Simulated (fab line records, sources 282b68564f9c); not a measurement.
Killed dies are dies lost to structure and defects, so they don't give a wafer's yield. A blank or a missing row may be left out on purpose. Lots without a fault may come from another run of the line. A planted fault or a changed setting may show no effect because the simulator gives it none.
Split-lot experiment | flow rit_cmos | 5 lots, 23 wafers read, on a route of 202 steps

THE SPLIT
At RIT_REOX_OXIDATION_03 (target thk 25.2 nm, ox time 5580 s), the setting ox_time_s was moved away from the recipe's 5580 s on 10 of the 23 wafers read, by -13.7% to +6.1%. The other wafers ran this setting at the recipe's value.

The file shows no step between the split and the reading.

THE READING
REOX_OXIDE_THK, in nm, at RIT_REOX_THK_MEAS_04. Fault-free wafers of this fab line usually give 25.0 nm, standard deviation 0.5 nm.

wafer  | tool, chamber at the split | ox_time_s as run, s | against the recipe | REOX_OXIDE_THK, nm | against lot-mates on the recipe
L076.1 | -, -                       | 5580                | recipe             | 25.9               | -
L076.2 | -, -                       | 5580                | recipe             | 25.2               | -
L076.3 | -, -                       | 5580                | recipe             | 25.5               | -
L076.4 | -, -                       | 5580                | recipe             | 25.6               | -
L076.6 | -, -                       | 5580                | recipe             | 25.7               | -
L078.2 | furnace-01, 0              | 5580                | recipe             | 25.1               | -
L078.3 | furnace-01, 0              | 5580                | recipe             | 24.5               | -
L078.4 | furnace-01, 0              | 5580                | recipe             | 25.1               | -
L079.1 | -, -                       | 5580                | recipe             | 24.9               | -
L079.2 | -, -                       | 5580                | recipe             | 24.9               | -
L079.3 | -, -                       | 5580                | recipe             | 25.3               | -
L079.5 | -, -                       | 5580                | recipe             | 24.8               | -
L079.6 | -, -                       | 5580                | recipe             | 25.0               | -
L084.2 | -, -                       | 4816                | -13.7%             | 22.6               | no lot-mate on the recipe
L084.3 | -, -                       | 4816                | -13.7%             | 22.6               | no lot-mate on the recipe
L084.4 | -, -                       | 4816                | -13.7%             | 22.3               | no lot-mate on the recipe
L084.5 | -, -                       | 4816                | -13.7%             | 22.2               | no lot-mate on the recipe
L084.6 | -, -                       | 4816                | -13.7%             | 22.5               | no lot-mate on the recipe
L085.2 | -, -                       | 5918                | +6.1%              | 26.7               | no lot-mate on the recipe
L085.3 | -, -                       | 5918                | +6.1%              | 27.1               | no lot-mate on the recipe
L085.4 | -, -                       | 5918                | +6.1%              | 26.8               | no lot-mate on the recipe
L085.5 | -, -                       | 5918                | +6.1%              | 26.9               | no lot-mate on the recipe
L085.6 | -, -                       | 5918                | +6.1%              | 26.9               | no lot-mate on the recipe

THE FIT
A straight line over all 23 wafers: REOX_OXIDE_THK changes by +0.218 nm for each +1% of ox_time_s; r = +0.97; the points scatter about the line by 0.36 nm.
Too few moved wafers have a lot-mate on the recipe to fit a line with each lot's own level taken away.

THE WHOLE CHAIN: every reading that the file lists as answering this split, in the file's order
step                  | what it does                       | reading                                                                           | change (the file's fit)               | r (the file's)
RIT_REOX_OXIDATION_03 | target thk 25.2 nm, ox time 5580 s | SiO2_of_REOX_OXIDATION_03.thk_nm (the simulator's own value, which no gauge read) | +0.216 nm for each +1% of the setting | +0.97
RIT_REOX_THK_MEAS_04  |                                    | REOX_OXIDE_THK                                                                    | +0.217 for each +1% of the setting    | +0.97
RIT_SPACER_CLEAN_00   | cleans in SC1, time 600 s          | SiO2_of_REOX_OXIDATION_03.thk_nm (the simulator's own value, which no gauge read) | +0.199 nm for each +1% of the setting | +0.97

THE FILE'S OWN FIT
REOX_OXIDE_THK changes by +0.217 nm for each +1% of ox_time_s, r = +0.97.
